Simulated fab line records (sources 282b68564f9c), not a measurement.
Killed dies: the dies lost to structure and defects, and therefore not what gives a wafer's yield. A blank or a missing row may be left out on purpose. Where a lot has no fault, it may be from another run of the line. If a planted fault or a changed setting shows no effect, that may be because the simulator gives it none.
Lot-split experiment | flow rit_cmos | 27 wafers read from 5 lots, route of 202 steps

## SPLIT DETAILS
At RIT_M1_DEVELOP_08 (develop time 68 s), the setting develop_time_s was moved away from the recipe's 68 s on 12 of the 27 wafers read, by -49.7% to +43.4%. For the rest of the wafers, this setting stayed at what the recipe calls for.

## FROM THE SPLIT TO THE READING: what the file shows between them, 5 steps
- RIT_M1_CD_MEAS_09: target cd 2600 nm
- RIT_M1_HARDBAKE_11: time 120 s
- RIT_M1_METAL_ETCH_12: etches Al in Cl2/BCl3, stops on SiO2, time 165 s, target depth 600 nm
- RIT_M1_STRIP_13: strips in nmp, time 600 s
- RIT_M1_STRIP_14: strips in O2, time 180 s

## THE READING
cd_nm at RIT_M1_CD_MEAS_90, given in nm (cd target 2600 nm). Typical for fault-free wafers on this fab line: 2601 nm, with standard deviation 3 nm.

wafer  | tool, chamber at the split | develop_time_s as run, s | against the recipe | cd_nm, nm | against lot-mates on the recipe
L074.1 | litho_track-02, 0          | 97.53                    | +43.4%             | 2570      | -30
L074.2 | litho_track-02, 0          | 68                       | recipe             | 2601      | -
L074.3 | litho_track-02, 0          | 68                       | recipe             | 2602      | -
L074.4 | litho_track-02, 0          | 68                       | recipe             | 2598      | -
L074.5 | litho_track-02, 0          | 97.53                    | +43.4%             | 2569      | -31
L074.6 | litho_track-02, 0          | 97.53                    | +43.4%             | 2570      | -30
L076.2 | litho_track-01, 0          | 68                       | recipe             | 2608      | -
L076.3 | litho_track-01, 0          | 68                       | recipe             | 2604      | -
L076.6 | litho_track-01, 0          | 68                       | recipe             | 2610      | -
L077.1 | litho_track-04, 0          | 68                       | recipe             | 2594      | -
L077.2 | litho_track-04, 0          | 34.17                    | -49.7%             | 2668      | +73
L077.3 | litho_track-04, 0          | 34.17                    | -49.7%             | 2669      | +74
L077.4 | litho_track-04, 0          | 68                       | recipe             | 2593      | -
L077.5 | litho_track-04, 0          | 34.17                    | -49.7%             | 2667      | +72
L077.6 | litho_track-04, 0          | 68                       | recipe             | 2597      | -
L078.1 | litho_track-02, 0          | 81.82                    | +20.3%             | 2584      | -18
L078.2 | litho_track-02, 0          | 68                       | recipe             | 2602      | -
L078.3 | litho_track-02, 0          | 68                       | recipe             | 2600      | -
L078.4 | litho_track-02, 0          | 81.82                    | +20.3%             | 2587      | -15
L078.5 | litho_track-02, 0          | 68                       | recipe             | 2604      | -
L078.6 | litho_track-02, 0          | 81.82                    | +20.3%             | 2585      | -17
L080.1 | litho_track-02, 0          | 50.73                    | -25.4%             | 2632      | +31
L080.2 | litho_track-02, 0          | 68                       | recipe             | 2601      | -
L080.3 | litho_track-02, 0          | 50.73                    | -25.4%             | 2630      | +29
L080.4 | litho_track-02, 0          | 50.73                    | -25.4%             | 2628      | +27
L080.5 | litho_track-02, 0          | 68                       | recipe             | 2603      | -
L080.6 | litho_track-02, 0          | 68                       | recipe             | 2600      | -

THE FIT
A straight line over all 27 wafers: cd_nm changes by -1.05 nm for each +1% of develop_time_s; r = -0.97; the points scatter about the line by 7 nm.
The same after taking each lot's own level away (the mean of its wafers on the recipe; 27 wafers): -1.11 nm for each +1%; r = -0.96; scatter 7.7 nm.
According to that fit, moving develop_time_s by its largest amount changes the reading by 55 nm.
Measured against the standard deviation above, the lots' own levels, which go from 2594.7 to 2607.3 nm, span 4.2 times it.
Consequently the slope shifts little with the lot-to-lot level, the two slopes agreeing.
Check: for one of the wafers moved furthest among these (-49.7%), held out of the fit, the line's prediction against its lot-mates is +56.7 nm. Against them it came out at +73.3 nm.

## THE WHOLE CHAIN: every reading that the file lists as answering this split, in the file's order
step                 | what it does                                                          | reading                                                   | change (the file's fit)              | r (the file's)
RIT_M1_CD_MEAS_09    | target cd 2600 nm                                                     | cd_nm                                                     | -1.09 nm for each +1% of the setting | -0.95
RIT_M1_METAL_ETCH_12 | etches Al in Cl2/BCl3, stops on SiO2, time 165 s, target depth 600 nm | M1.cd_nm (the simulator's own value, which no gauge read) | -1.11 nm for each +1% of the setting | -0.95
RIT_M1_CD_MEAS_90    | target cd 2600 nm                                                     | cd_nm                                                     | -1.11 nm for each +1% of the setting | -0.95

## FILE'S OWN FIT
cd_nm changes by -1.11 nm for each +1% of develop_time_s, r = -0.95.
